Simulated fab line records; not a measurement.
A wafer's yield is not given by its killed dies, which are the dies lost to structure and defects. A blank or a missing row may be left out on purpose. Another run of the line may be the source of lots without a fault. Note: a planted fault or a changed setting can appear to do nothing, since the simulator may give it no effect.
One fault through the eyes of 2 desks -- flow berkeley cmos170 -- what lay behind the numbers comes last; until then each desk has only its own

## THE TOOL OWNER'S DESK: pvd sputter-02
The tool's own readings at UCB170_SILICIDE_SPUTTER_01 (material Ti, target thk 30 nm, time 25 s): means of the sampled wafers that have a number, for each lot that ran on this tool. If a lot's mean is further than 4 standard deviations from the usual mean, the lot is out of limits and carries the mark OUT (the distance appears in the brackets).
Columns: A = chamber pressure pa at UCB170_SILICIDE_SPUTTER_01, usual 0.5000 Pa; B = throttle valve pct at UCB170_SILICIDE_SPUTTER_01, usual 30.0 %
lot,first seen here,A,B
L561,day 7 04:35,0.4993,29.6
L564,day 7 12:53,0.5006,29.8
L567,day 8 13:55,0.4991,30.0
L571,day 8 21:01,0.4997,30.0
L579,day 10 12:29,0.5001,28.5
Finding of this desk: none of the 5 lots has anything out of limits.

## METROLOGY DESK
Lot by lot, what the gauges showed, no matter which tool ran the lot: averages of those sampled wafers that carry a number. If a lot's mean is further than 4 standard deviations from the usual mean, the lot is out of limits and carries the mark OUT (the distance appears in the brackets).
Columns: A = INCOMING_BOW at UCB170_START_BOW_MEAS_00, usual 0 um; B = START_OXIDE_THK at UCB170_START_THK_MEAS_03, usual 20.1 nm; C = SILICIDE_TI_RS at UCB170_SILICIDE_RS_MEAS_02, usual 26.1 ohm/sq; D = cd nm at UCB170_CONTACT_CD_MEAS_90, usual 699.9 nm
lot,first seen here,A,B,C,D
L561,day 1 15:04,0,20.1,25.7,701.5
L562,day 1 20:00,-1,19.5,25.9,701.8
L564,day 2 06:01,6,20.3,26.2,700.6
L565,day 2 11:01,-4,20.5,26.4,698.0
L566,day 2 16:00,0,19.9,26.3,700.7
L567,day 2 21:01,-0,19.3,26.0,700.1
L569,day 3 07:01,-6,20.3,26.4,699.7
L571,day 3 17:00,-7,20.0,25.6,699.4
L578,day 5 04:00,3,20.2,26.1,697.2
L579,day 5 09:04,5,20.3,25.2,696.0
L580,day 5 14:01,1,20.6,26.2,698.1
L582,day 6 00:00,-3,20.0,27.0,701.2
L583,day 6 05:01,1,20.4,25.8,699.4
Finding of this desk: none of the 13 lots has anything out of limits.

## TAKEN TOGETHER
Nothing out of limits was seen by the tool owner's desk.
From the metrology desk's view, nothing was out of limits.

## WHAT THE SIMULATOR PUT IN
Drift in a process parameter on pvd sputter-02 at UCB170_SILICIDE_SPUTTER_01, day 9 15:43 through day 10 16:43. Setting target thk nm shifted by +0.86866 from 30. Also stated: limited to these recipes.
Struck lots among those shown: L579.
